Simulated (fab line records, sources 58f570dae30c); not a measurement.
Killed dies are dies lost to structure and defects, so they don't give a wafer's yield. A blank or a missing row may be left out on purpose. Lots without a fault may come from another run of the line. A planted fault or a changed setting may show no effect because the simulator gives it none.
Which tool did it? | flow berkeley_cmos170 | 14 lots, 42 wafers sampled, at 4 steps of a route of 331

WHAT THE GAUGES READ, wafer by wafer
UCB170_V1_THK_MEAS_04. Usual: V1_POLISHED_THK 999.3 nm, standard deviation 1.3.
lot  | measured     | on            | V1_POLISHED_THK (nm) | flag
L943 | day 7 07:06  | film_metro-01 | 998.0 998.4 998.5    |
L944 | day 7 22:34  | film_metro-01 | 998.5 998.9 1001.5   |
L946 | day 7 22:32  | film_metro-04 | 998.3 996.7 997.2    |
L947 | day 7 22:50  | film_metro-04 | 997.9 997.7 997.6    |
L945 | day 7 22:50  | film_metro-02 | 1000.4 999.6 1002.4  |
L948 | day 8 06:23  | film_metro-02 | 1000.5 999.5 999.9   |
L949 | day 9 03:14  | film_metro-01 | 1000.4 999.9 1000.7  |
L951 | day 9 10:55  | film_metro-04 | 1000.0 998.1 999.9   |
L956 | day 10 08:59 | film_metro-04 | 999.2 999.4 999.5    |
L957 | day 10 20:05 | film_metro-04 | 999.2 1000.9 996.8   |
L958 | day 10 19:48 | film_metro-01 | 997.3 1000.2 1002.1  |
L959 | day 11 02:41 | film_metro-04 | 1000.1 1000.6 1000.6 |
L961 | day 11 15:32 | film_metro-04 | 997.3 998.6 998.1    |
L963 | day 11 21:41 | film_metro-04 | 1000.7 999.7 998.1   |

WHICH TOOL RAN EACH LOT (tool, then ch and the chambers of the sampled wafers, then the start)
lot  | UCB170_SDANNEAL_RTA_00           | UCB170_SILICIDE_SPUTTER_01   | UCB170_M1_ETCH_11
L943 | rtp_anneal-01 ch 0, day 6 14:23  | pvd_sputter-02, day 6 15:03  | rie_diel-02 ch 0,2, day 6 23:35
L944 | rtp_anneal-01 ch 0, day 7 04:58  | pvd_sputter-04, day 7 05:37  | rie_diel-02 ch 0,1,2, day 7 12:08
L946 | rtp_anneal-02 ch 0, day 7 05:11  | pvd_sputter-02, day 7 05:51  | rie_diel-01 ch 0,1,2, day 7 12:38
L947 | rtp_anneal-01 ch 0, day 7 05:25  | pvd_sputter-03, day 7 06:05  | rie_diel-04 ch 0,1, day 7 12:53
L945 | rtp_anneal-02 ch 0, day 7 05:40  | pvd_sputter-04, day 7 06:20  | rie_diel-01 ch 1,2,3, day 7 13:34
L948 | rtp_anneal-01 ch 0, day 7 16:37  | pvd_sputter-02, day 7 17:16  | rie_diel-02 ch 1,3, day 8 01:06
L949 | rtp_anneal-01 ch 0, day 8 14:37  | pvd_sputter-02, day 8 15:19  | rie_diel-01 ch 1,2,3, day 8 22:55
L951 | rtp_anneal-01 ch 0, day 8 20:01  | pvd_sputter-03, day 8 20:42  | rie_diel-02 ch 0,1,2, day 9 06:53
L956 | rtp_anneal-02 ch 0, day 9 16:52  | pvd_sputter-02, day 9 17:31  | rie_diel-01 ch 0,3, day 10 04:23
L957 | rtp_anneal-02 ch 0, day 10 04:55 | pvd_sputter-02, day 10 05:35 | rie_diel-02 ch 1,2, day 10 12:44
L958 | rtp_anneal-01 ch 0, day 10 04:56 | pvd_sputter-04, day 10 05:35 | rie_diel-04 ch 1,2,3, day 10 12:35
L959 | rtp_anneal-01 ch 0, day 10 15:40 | pvd_sputter-04, day 10 16:27 | rie_diel-01 ch 0,1,3, day 10 23:07
L961 | rtp_anneal-02 ch 0, day 10 22:10 | pvd_sputter-03, day 10 22:50 | rie_diel-04 ch 2,3, day 11 10:26
L963 | rtp_anneal-02 ch 0, day 11 08:01 | pvd_sputter-04, day 11 08:41 | rie_diel-04 ch 1,2,3, day 11 14:55
- UCB170_SDANNEAL_RTA_00: time 10 s.
- UCB170_SILICIDE_SPUTTER_01: material Ti, target thk 30 nm, time 25 s.
- UCB170_M1_ETCH_11: etches BARC in N2/H2.

WHAT THE TOOLS THEMSELVES READ (means of the sampled wafers that have a number; where no wafer has one, the mark that the record gives instead)
UCB170_SDANNEAL_RTA_00. Usual: lamp_power_pct 24 %, standard deviation 3.2; wafer_temp_C_max 904.6, standard deviation 1.
lot  | tool          | lamp_power_pct (%) | wafer_temp_C_max | flag
L943 | rtp_anneal-01 | 21                 | 904.7            |
L944 | rtp_anneal-01 | 21                 | 905.0            |
L946 | rtp_anneal-02 | 27                 | 904.7            |
L947 | rtp_anneal-01 | 21                 | 905.1            |
L945 | rtp_anneal-02 | 27                 | 904.0            |
L948 | rtp_anneal-01 | 21                 | 904.4            |
L949 | rtp_anneal-01 | 21                 | 905.1            |
L951 | rtp_anneal-01 | 21                 | 904.4            |
L956 | rtp_anneal-02 | 27                 | 904.9            |
L957 | rtp_anneal-02 | 27                 | 903.7            |
L958 | rtp_anneal-01 | 21                 | 904.5            |
L959 | rtp_anneal-01 | 21                 | 905.9            |
L961 | rtp_anneal-02 | 27                 | 904.3            |
L963 | rtp_anneal-02 | 27                 | 905.2            |

UCB170_SILICIDE_SPUTTER_01. Usual: chamber_pressure_pa 0.4998 Pa, standard deviation 0.00087; throttle_valve_pct 29.7 %, standard deviation 0.6.
lot  | tool           | chamber_pressure_pa (Pa) | throttle_valve_pct (%) | flag
L943 | pvd_sputter-02 | 0.4998                   | 29.8                   |
L944 | pvd_sputter-04 | 0.4990                   | 29.6                   |
L946 | pvd_sputter-02 | 0.5003                   | 30.3                   |
L947 | pvd_sputter-03 | 0.4999                   | 29.5                   |
L945 | pvd_sputter-04 | 0.5001                   | 29.7                   |
L948 | pvd_sputter-02 | 0.4996                   | 29.2                   |
L949 | pvd_sputter-02 | 0.5002                   | 29.9                   |
L951 | pvd_sputter-03 | 0.5000                   | 29.7                   |
L956 | pvd_sputter-02 | 0.4998                   | 29.8                   |
L957 | pvd_sputter-02 | 0.5000                   | 29.7                   |
L958 | pvd_sputter-04 | 0.4996                   | 30.3                   |
L959 | pvd_sputter-04 | 0.4998                   | 29.5                   |
L961 | pvd_sputter-03 | 0.4995                   | 29.5                   |
L963 | pvd_sputter-04 | 0.4999                   | 29.7                   |

UCB170_M1_ETCH_11. Usual: drypump_motor_current_A 5.8 A, standard deviation 0.43; h2_flow_sccm 199.9 sccm, standard deviation 0.6; oes_product_au 1.006 a.u., standard deviation 0.027; throttle_valve_pct 13.36 %, standard deviation 0.25.
lot  | tool        | drypump_motor_current_A (A) | h2_flow_sccm (sccm) | oes_product_au (a.u.) | throttle_valve_pct (%) | flag
L943 | rie_diel-02 | 5.5                         | 199.3               | 1.017                 | 13.41                  |
L944 | rie_diel-02 | 5.4                         | 199.2               | 1.013                 | 13.20                  |
L946 | rie_diel-01 | 5.6                         | 199.4               | 1.006                 | 13.36                  |
L947 | rie_diel-04 | 6.1                         | 200.3               | 0.979                 | 13.25                  |
L945 | rie_diel-01 | 5.9                         | 199.6               | 1.023                 | 13.38                  |
L948 | rie_diel-02 | 5.7                         | 200.4               | 1.000                 | 13.37                  |
L949 | rie_diel-01 | 5.9                         | 200.0               | 1.033                 | 13.37                  |
L951 | rie_diel-02 | 5.4                         | 199.9               | 0.793                 | 13.20                  | OFF
L956 | rie_diel-01 | 6.0                         | 199.9               | 0.983                 | 13.50                  |
L957 | rie_diel-02 | 5.4                         | 199.8               | 0.794                 | 12.99                  | OFF
L958 | rie_diel-04 | 6.2                         | 199.8               | 0.998                 | 13.41                  |
L959 | rie_diel-01 | 6.1                         | 199.8               | 1.004                 | 13.48                  |
L961 | rie_diel-04 | 6.2                         | 200.2               | 1.010                 | 13.43                  |
L963 | rie_diel-04 | 6.2                         | 200.2               | 1.000                 | 13.43                  |

THE ANSWER, worked out from the rows above alone
Rule: a lot is off if the mean of its wafers that have a number lies more than 3 standard deviations from the usual mean. A lot without any number at a reading at which 4 lots or more have one is off too. The other lots that the step has rows for count as sound. The gauges are gone through in route order, then the tools' own readings, and for those a lot's mean is taken as printed above. The first step at which some lot is off is used, and at that step the reading that is off furthest; a lot without a number counts as furthest.
Off: L951, L957, at UCB170_M1_ETCH_11 (oes_product_au).
A tool fits if, at that step or a process step before it, it ran every lot that is off, and no sound lot after the first of them. One fits: rie_diel-02 at UCB170_M1_ETCH_11. Its last sound lot is L948 (day 8 01:06), its first lot that is off L951 (day 9 06:53): a fault that began between those two fits.
The tool's own readings at UCB170_M1_ETCH_11 bear it out: on the lots that are off they differ by more than 5 times the standard deviation of the sound lots' means. oes_product_au reads 0.794 a.u. there against 1.006 a.u. on the sound lots.

WHAT THE SIMULATOR HAD PUT IN
Process parameter drift: rie_diel-02, from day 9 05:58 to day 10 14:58, at UCB170_M1_ETCH_11. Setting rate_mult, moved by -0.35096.
Lots struck among those shown: L951, L957. The rule above found the same.
